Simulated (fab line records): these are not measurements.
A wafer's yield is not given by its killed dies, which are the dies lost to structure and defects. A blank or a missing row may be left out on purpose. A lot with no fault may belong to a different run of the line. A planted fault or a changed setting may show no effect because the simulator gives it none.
Which tool did it? + flow berkeley-cmos170 + 7 lots with 21 wafers sampled at 2 steps, on a route of 331 steps

WHAT THE GAUGES READ, wafer by wafer
UCB170_M2_CD_MEAS_15 targets a cd of 700 nm.
| lot  | measured     | on        | cd-nm (nm)        |
|------|--------------|-----------|-------------------|
| L592 | day 10 19:07 | cd-sem-02 | 701.6 699.6 698.8 |
| L591 | day 10 19:52 | cd-sem-01 | 699.9 698.5 698.1 |
| L596 | day 11 14:02 | cd-sem-01 | 697.8 698.1 700.0 |
| L600 | day 12 06:54 | cd-sem-01 | 701.6 701.2 701.9 |
| L599 | day 12 07:37 | cd-sem-01 | 699.8 700.0 702.9 |
| L603 | day 12 11:42 | cd-sem-01 | 701.1 701.9 702.0 |
| L606 | day 13 10:34 | cd-sem-02 | 701.3 700.8 701.8 |

TOOL THAT RAN EACH LOT (tool first, then ch and the chambers of the sampled wafers, then the start)
| lot  | UCB170_ACTIVE_DEVELOP_12         |
|------|----------------------------------|
| L592 | litho-track-01 ch 0, day 7 00:00 |
| L591 | litho-track-04 ch 0, day 7 01:00 |
| L596 | litho-track-01 ch 0, day 7 14:00 |
| L600 | litho-track-01 ch 0, day 8 01:00 |
| L599 | litho-track-04 ch 0, day 8 02:00 |
| L603 | litho-track-01 ch 0, day 8 12:00 |
| L606 | litho-track-01 ch 0, day 9 16:00 |
- UCB170_ACTIVE_DEVELOP_12: develop time 45 s.

THE ANSWER, worked out from the rows above alone
Rule: usual is defined by the lots themselves. The widest of any qualifying gaps counts: lots, ordered by their means at a reading, are off when they make up no more than a third of the lots, leave a main group of 4 or more, and stand apart from it by 3 or more times the standard deviation of that group's means. Not used: any main group whose means are identical at the precision the tables above print for the reading. Also off: a lot with no number at a reading for which 4 or more lots have one. Where the step has rows for the other lots, those lots are counted as sound.
No lot is off on any of the readings shown, so nothing can be concluded from this.

WHAT THE SIMULATOR HAD INSERTED
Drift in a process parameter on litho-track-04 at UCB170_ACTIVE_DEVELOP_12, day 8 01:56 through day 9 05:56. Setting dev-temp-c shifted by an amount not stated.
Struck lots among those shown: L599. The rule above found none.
